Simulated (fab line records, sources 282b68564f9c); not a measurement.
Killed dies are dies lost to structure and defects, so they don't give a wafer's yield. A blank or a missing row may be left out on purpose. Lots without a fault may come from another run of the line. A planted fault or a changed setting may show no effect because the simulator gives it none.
Which tool did it? | flow rit_cmos | 7 lots, 21 wafers sampled, at 2 steps of a route of 202

WHAT THE GAUGES READ, wafer by wafer
RIT_PWELL_OVL_MEAS_06.
lot  | measured    | on         | PWELL_OVL (nm)
L147 | day 2 06:21 | overlay-01 | -2.6 -2.7 -2.8
L149 | day 2 21:19 | overlay-01 | 0.3 0.5 1.0
L152 | day 3 06:32 | overlay-02 | -1.7 -2.8 -2.9
L156 | day 4 01:43 | overlay-01 | -1.5 -1.3 -1.3
L158 | day 4 13:30 | overlay-02 | -0.9 0.4 -1.4
L160 | day 4 21:14 | overlay-02 | 359.0 358.3 358.8
L164 | day 5 16:44 | overlay-02 | 360.8 360.7 360.0

WHICH TOOL RAN EACH LOT (tool, then ch and the chambers of the sampled wafers, then the start)
lot  | RIT_PWELL_EXPOSE_03
L147 | iline_stepper-02 ch 0, day 2 05:56
L149 | iline_stepper-02 ch 0, day 2 20:53
L152 | iline_stepper-02 ch 0, day 3 05:57
L156 | iline_stepper-02 ch 0, day 4 01:20
L158 | iline_stepper-02 ch 0, day 4 13:05
L160 | iline_stepper-02 ch 0, day 4 20:49
L164 | iline_stepper-02 ch 0, day 5 16:19
- RIT_PWELL_EXPOSE_03: exposes mask M3, target cd 43700 nm.

THE ANSWER, worked out from the rows above alone
Rule: what is usual is taken from the lots themselves. Put in order of their means at a reading, lots are off if they are a third of the lots or fewer, leave a main group of 4 or more, and stand apart from it by a gap of 3 or more times the standard deviation of the main group's means; of several such gaps the widest counts. A main group whose means are all the same, to the digits that the tables above print for the reading, isn't used. A lot without any number at a reading at which 4 lots or more have one is off too. The other lots that the step has rows for count as sound.
Off: L160, L164, at RIT_PWELL_OVL_MEAS_06 (PWELL_OVL). The main group: mean -1.3 nm, standard deviation 1.2.
A tool fits if, at a process step before that reading, it ran every lot that is off, and no sound lot after the first of them. The gauges at RIT_PWELL_OVL_MEAS_06 are tried like those tools. Can't be told from this: 2 tools fit, iline_stepper-02 at RIT_PWELL_EXPOSE_03, overlay-02 at RIT_PWELL_OVL_MEAS_06.

WHAT THE SIMULATOR HAD PUT IN
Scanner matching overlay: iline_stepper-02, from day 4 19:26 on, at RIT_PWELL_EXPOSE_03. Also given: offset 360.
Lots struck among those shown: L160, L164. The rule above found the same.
